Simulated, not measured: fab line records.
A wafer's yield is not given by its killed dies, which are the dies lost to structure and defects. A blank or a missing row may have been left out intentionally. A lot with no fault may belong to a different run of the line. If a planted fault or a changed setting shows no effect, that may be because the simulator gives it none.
Problem report in the 8D (eight disciplines) form, filled by code | flow berkeley cmos170 | the parts of the form that need people (team, actions taken, sign-off) are left out

## 1. THE ISSUE
At UCB170_CONTACT_ETCH_17, rf fwd power W averages 415.7 W over 3 wafers from 2 lots, while fault-free wafers read 495.0 W, standard deviation 2. That is -40 standard deviations from the usual mean.
The step: etches BARC in N2/H2.
Earliest sighting: wafer L593.3 on rie diel-04 at day 10 07:46. The record holds 18 wafers of 6 lots with a number at this step. The rule behind "out" and "out of limits": a value lying over 4 standard deviations away from the usual mean. Any other wafer with a number is counted as sound.

## 2. WHAT IT IS; WHAT IT IS NOT
question                    | is                     | is not
which readings at this step | rf fwd power W         | drypump motor current A, oes product au, throttle valve pct
which lots                  | L593, L597             | L586, L590, L602, L606
which wafers of those lots  | L593.3, L597.2, L597.5 | L593.2, L593.6, L597.6
read on which tools         | rie diel-04            | rie diel-01, rie diel-03
when                        | from day 10 07:46      | up to then (8 sound wafers); but 7 sound wafers of L597, L602, L606 came after

## 3. THE SUSPECTS, EACH WITH WHAT RULES IT OUT
Counting: any tool at a process step up to the reading remains a suspect provided it ran every lot that is out. Sound lots after the first of them don't rule it out here, since some wafers of a struck lot are sound.
- plasma asher-04 at UCB170_CONTACT_STRIP_06 (strips in O2): kept. Every lot that is out went through it, the first being L593 (day 10 05:37); the last sound lot it ran before that was L590 (day 9 13:40).
- rie diel-04 at UCB170_CONTACT_ETCH_17 (etches BARC in N2/H2): kept. Every lot that is out went through it, the first being L593 (day 10 07:46); the last sound lot it ran before that was L586 (day 8 12:05). Its own rf fwd power W readings are out on those wafers.
- At UCB170_CONTACT_ETCH_17, inside rie diel-04: chamber 0 took the wafers that are out, while their sound lot-mates went through chambers 1, 2, 3.
Remaining after the count are plasma asher-04 at UCB170_CONTACT_STRIP_06 and rie diel-04 at UCB170_CONTACT_ETCH_17.

## 4. THE CAUSE (what the simulator had put in)
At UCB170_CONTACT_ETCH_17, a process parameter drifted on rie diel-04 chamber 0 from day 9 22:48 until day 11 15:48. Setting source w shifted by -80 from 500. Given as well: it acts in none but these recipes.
Counting leaves 2 suspects; this tool is one of them.

## 5. THE CHAIN OF EFFECTS, in route order
Rows list readings where the struck wafers' mean (over those with a number) sits beyond 3 standard deviations from the usual. Only readings whose record carries a usual standard deviation are examined. hours: median over the lots of the time between each lot's start at the first step of this table that gives one and its start at this step. sigmas: the change, counted in usual standard deviations.
hours | step                   | reading        | usual   | on struck wafers | change | sigmas
0     | UCB170_CONTACT_ETCH_17 | rf fwd power W | 495.0 W | 415.7            | -79.3  | -40
Here are the process steps it includes:
- UCB170_CONTACT_ETCH_17: etches BARC in N2/H2.

## 6. HOW IT WOULD HAVE BEEN CAUGHT EARLIER
In this record no reading fell out of limits until day 10 07:46, 9 hours after the fault had begun at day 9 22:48.
